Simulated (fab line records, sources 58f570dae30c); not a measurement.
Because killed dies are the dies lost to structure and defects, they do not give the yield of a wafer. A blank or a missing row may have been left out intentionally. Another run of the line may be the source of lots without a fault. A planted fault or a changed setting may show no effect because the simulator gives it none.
Which tool is to blame? / flow berkeley-cmos170 / 39 wafers from 13 lots sampled at 5 of the route's 331 steps

## WHAT THE GAUGES SHOWED, per wafer
UCB170_M2_OVL_MEAS_16. Usual: M2_OVL typically reads 1 nm, with standard deviation 5.6.
lot=L784; measured=day 7 15:46; on=overlay-01; M2_OVL (nm)=-3 -8 -4; flag=
lot=L785; measured=day 7 16:35; on=overlay-02; M2_OVL (nm)=2 -8 -4; flag=
lot=L787; measured=day 8 03:11; on=overlay-02; M2_OVL (nm)=-12 -7 -8; flag=
lot=L791; measured=day 8 19:57; on=overlay-02; M2_OVL (nm)=10 18 12; flag=
lot=L798; measured=day 10 04:02; on=overlay-02; M2_OVL (nm)=6 3 6; flag=
lot=L799; measured=day 10 12:46; on=overlay-02; M2_OVL (nm)=6 4 9; flag=
lot=L801; measured=day 10 13:03; on=overlay-01; M2_OVL (nm)=-7 -3 -3; flag=
lot=L802; measured=day 10 13:16; on=overlay-02; M2_OVL (nm)=2 -1 -7; flag=
lot=L804; measured=day 11 00:04; on=overlay-02; M2_OVL (nm)=6 1 2; flag=
lot=L806; measured=day 11 16:05; on=overlay-01; M2_OVL (nm)=8 -1 -6; flag=
lot=L805; measured=day 11 16:19; on=overlay-02; M2_OVL (nm)=8 4 10; flag=
lot=L803; measured=day 11 16:36; on=overlay-01; M2_OVL (nm)=-6 -2 0; flag=
lot=L807; measured=day 11 19:30; on=overlay-01; M2_OVL (nm)=2 0 2; flag=

UCB170_V2_THK_MEAS_01. Usual: V2_TEOS_THK typically reads 1995 nm, with standard deviation 31.
lot=L784; measured=day 7 16:26; on=film-metro-03; V2_TEOS_THK (nm)=1958 1985 1980; flag=
lot=L785; measured=day 7 17:14; on=film-metro-03; V2_TEOS_THK (nm)=1956 2012 2057; flag=
lot=L787; measured=day 8 03:49; on=film-metro-02; V2_TEOS_THK (nm)=1990 2039 2027; flag=
lot=L791; measured=day 8 20:36; on=film-metro-04; V2_TEOS_THK (nm)=1975 2001 1981; flag=
lot=L798; measured=day 10 04:41; on=film-metro-02; V2_TEOS_THK (nm)=1962 1977 2011; flag=
lot=L799; measured=day 10 13:34; on=film-metro-02; V2_TEOS_THK (nm)=1991 1972 2015; flag=
lot=L801; measured=day 10 13:53; on=film-metro-02; V2_TEOS_THK (nm)=1966 1979 2013; flag=
lot=L802; measured=day 10 13:58; on=film-metro-04; V2_TEOS_THK (nm)=1962 1929 2016; flag=
lot=L804; measured=day 11 00:48; on=film-metro-04; V2_TEOS_THK (nm)=2015 1994 1997; flag=
lot=L806; measured=day 11 16:44; on=film-metro-02; V2_TEOS_THK (nm)=1955 2071 2000; flag=
lot=L805; measured=day 11 16:58; on=film-metro-03; V2_TEOS_THK (nm)=1990 1965 1996; flag=
lot=L803; measured=day 11 17:15; on=film-metro-02; V2_TEOS_THK (nm)=1972 1981 2009; flag=
lot=L807; measured=day 11 20:09; on=film-metro-04; V2_TEOS_THK (nm)=2000 1986 2021; flag=

UCB170_M3_CD_MEAS_15 targets a cd of 700 nm. Usual: 699.7 nm for cd-nm, sd 1.1.
lot=L784; measured=day 7 22:38; on=cd-sem-02; cd-nm (nm)=700.3 700.6 700.1; flag=
lot=L785; measured=day 8 00:12; on=cd-sem-02; cd-nm (nm)=701.9 700.0 701.3; flag=
lot=L787; measured=day 8 09:13; on=cd-sem-02; cd-nm (nm)=694.0 695.9 689.6; flag=OFF
lot=L791; measured=day 9 01:51; on=cd-sem-01; cd-nm (nm)=698.5 698.7 699.5; flag=
lot=L798; measured=day 10 08:55; on=cd-sem-01; cd-nm (nm)=700.5 701.7 700.4; flag=
lot=L799; measured=day 10 18:43; on=cd-sem-02; cd-nm (nm)=701.0 698.5 698.5; flag=
lot=L801; measured=day 10 19:25; on=cd-sem-02; cd-nm (nm)=697.8 699.5 697.8; flag=
lot=L802; measured=day 10 19:27; on=cd-sem-01; cd-nm (nm)=699.8 699.3 699.4; flag=
lot=L804; measured=day 11 05:18; on=cd-sem-01; cd-nm (nm)=697.4 698.3 700.7; flag=
lot=L806; measured=day 11 21:09; on=cd-sem-02; cd-nm (nm)=699.9 701.6 700.6; flag=
lot=L805; measured=day 11 21:31; on=cd-sem-02; cd-nm (nm)=700.6 700.6 700.2; flag=
lot=L803; measured=day 11 22:31; on=cd-sem-01; cd-nm (nm)=699.3 700.0 699.5; flag=
lot=L807; measured=day 12 01:50; on=cd-sem-01; cd-nm (nm)=698.3 697.8 698.7; flag=

## EACH LOT AND THE TOOL THAT RAN IT (in order: tool; ch and the chambers of the sampled wafers; start)
lot=L784; UCB170_M2_STRIP_19=plasma-asher-03 ch 0,1, day 7 16:03; UCB170_M3_EXPOSE_12=krf-scanner-01 ch 0, day 7 21:33
lot=L785; UCB170_M2_STRIP_19=plasma-asher-03 ch 0,1, day 7 16:52; UCB170_M3_EXPOSE_12=krf-scanner-01 ch 0, day 7 23:06
lot=L787; UCB170_M2_STRIP_19=plasma-asher-04 ch 0,1, day 8 03:28; UCB170_M3_EXPOSE_12=krf-scanner-01 ch 0, day 8 08:50
lot=L791; UCB170_M2_STRIP_19=plasma-asher-03 ch 0,1, day 8 20:14; UCB170_M3_EXPOSE_12=krf-scanner-02 ch 0, day 9 00:55
lot=L798; UCB170_M2_STRIP_19=plasma-asher-04 ch 0,1, day 10 04:19; UCB170_M3_EXPOSE_12=krf-scanner-02 ch 0, day 10 08:26
lot=L799; UCB170_M2_STRIP_19=plasma-asher-04 ch 0,1, day 10 13:07; UCB170_M3_EXPOSE_12=krf-scanner-02 ch 0, day 10 17:55
lot=L801; UCB170_M2_STRIP_19=plasma-asher-01 ch 0,1, day 10 13:30; UCB170_M3_EXPOSE_12=krf-scanner-02 ch 0, day 10 18:55
lot=L802; UCB170_M2_STRIP_19=plasma-asher-03 ch 0,1, day 10 13:35; UCB170_M3_EXPOSE_12=krf-scanner-02 ch 0, day 10 19:03
lot=L804; UCB170_M2_STRIP_19=plasma-asher-03 ch 0,1, day 11 00:21; UCB170_M3_EXPOSE_12=krf-scanner-02 ch 0, day 11 04:49
lot=L806; UCB170_M2_STRIP_19=plasma-asher-04 ch 0,1, day 11 16:23; UCB170_M3_EXPOSE_12=krf-scanner-02 ch 0, day 11 20:45
lot=L805; UCB170_M2_STRIP_19=plasma-asher-03 ch 0,1, day 11 16:35; UCB170_M3_EXPOSE_12=krf-scanner-02 ch 0, day 11 21:07
lot=L803; UCB170_M2_STRIP_19=plasma-asher-01 ch 0,1, day 11 16:52; UCB170_M3_EXPOSE_12=krf-scanner-01 ch 0, day 11 21:42
lot=L807; UCB170_M2_STRIP_19=plasma-asher-01 ch 0,1, day 11 19:46; UCB170_M3_EXPOSE_12=krf-scanner-02 ch 0, day 12 01:19
- UCB170_M2_STRIP_19: strips in O2.
- UCB170_M3_EXPOSE_12: exposes mask METAL3, target cd 700 nm.

## WHAT THE TOOLS THEMSELVES READ (means of the sampled wafers that have a number; where no wafer has one, the mark that the record gives instead)
UCB170_M2_STRIP_19. Usual: drypump-motor-current-A 5.9 A, standard deviation 0.54; oes-product-au 0.537 a.u., standard deviation 0.02.
lot=L784; tool=plasma-asher-03; drypump-motor-current-A (A)=6.2; oes-product-au (a.u.)=0.542; flag=
lot=L785; tool=plasma-asher-03; drypump-motor-current-A (A)=6.2; oes-product-au (a.u.)=0.547; flag=
lot=L787; tool=plasma-asher-04; drypump-motor-current-A (A)=5.5; oes-product-au (a.u.)=0.510; flag=
lot=L791; tool=plasma-asher-03; drypump-motor-current-A (A)=6.2; oes-product-au (a.u.)=0.531; flag=
lot=L798; tool=plasma-asher-04; drypump-motor-current-A (A)=6.1; oes-product-au (a.u.)=0.545; flag=
lot=L799; tool=plasma-asher-04; drypump-motor-current-A (A)=6.1; oes-product-au (a.u.)=0.512; flag=
lot=L801; tool=plasma-asher-01; drypump-motor-current-A (A)=5.7; oes-product-au (a.u.)=0.561; flag=
lot=L802; tool=plasma-asher-03; drypump-motor-current-A (A)=6.2; oes-product-au (a.u.)=0.520; flag=
lot=L804; tool=plasma-asher-03; drypump-motor-current-A (A)=6.2; oes-product-au (a.u.)=0.527; flag=
lot=L806; tool=plasma-asher-04; drypump-motor-current-A (A)=6.0; oes-product-au (a.u.)=0.530; flag=
lot=L805; tool=plasma-asher-03; drypump-motor-current-A (A)=6.2; oes-product-au (a.u.)=0.543; flag=
lot=L803; tool=plasma-asher-01; drypump-motor-current-A (A)=5.6; oes-product-au (a.u.)=0.520; flag=
lot=L807; tool=plasma-asher-01; drypump-motor-current-A (A)=5.7; oes-product-au (a.u.)=0.538; flag=

UCB170_M3_EXPOSE_12. Usual: 25.999 for exposure-dose-mJ-cm2, sd 0.024.
lot=L784 tool=krf-scanner-01 exposure-dose-mJ-cm2=25.993 flag=
lot=L785 tool=krf-scanner-01 exposure-dose-mJ-cm2=25.979 flag=
lot=L787 tool=krf-scanner-01 exposure-dose-mJ-cm2=25.549 flag=OFF
lot=L791 tool=krf-scanner-02 exposure-dose-mJ-cm2=25.997 flag=
lot=L798 tool=krf-scanner-02 exposure-dose-mJ-cm2=26.019 flag=
lot=L799 tool=krf-scanner-02 exposure-dose-mJ-cm2=25.993 flag=
lot=L801 tool=krf-scanner-02 exposure-dose-mJ-cm2=25.998 flag=
lot=L802 tool=krf-scanner-02 exposure-dose-mJ-cm2=25.985 flag=
lot=L804 tool=krf-scanner-02 exposure-dose-mJ-cm2=26.005 flag=
lot=L806 tool=krf-scanner-02 exposure-dose-mJ-cm2=25.963 flag=
lot=L805 tool=krf-scanner-02 exposure-dose-mJ-cm2=25.993 flag=
lot=L803 tool=krf-scanner-01 exposure-dose-mJ-cm2=25.985 flag=
lot=L807 tool=krf-scanner-02 exposure-dose-mJ-cm2=26.009 flag=

## THE ANSWER, worked out from the rows above alone
Rule: a lot counts as off when the mean over its wafers that have a number is more than 3 standard deviations away from the usual mean. Also off: a lot with no number at a reading for which 4 or more lots have one. Any other lot the step has rows for is counted as sound. Order of review: gauges by route order, followed by the tools' own readings, for which a lot's mean as printed above is used. The first step at which some lot is off is used, and at that step the reading that is off furthest; a lot without a number counts as furthest.
Off: L787, at UCB170_M3_CD_MEAS_15 (cd-nm).
If a tool, at a process step before that reading, ran all the lots that are off and no sound lot after the first of them, it fits. The gauges at UCB170_M3_CD_MEAS_15 aren't tried: what is off there is off at UCB170_M3_EXPOSE_12 too, on other tools, and a gauge's error can't cause that. None of those tried fits.

## WHAT THE SIMULATOR HAD INSERTED
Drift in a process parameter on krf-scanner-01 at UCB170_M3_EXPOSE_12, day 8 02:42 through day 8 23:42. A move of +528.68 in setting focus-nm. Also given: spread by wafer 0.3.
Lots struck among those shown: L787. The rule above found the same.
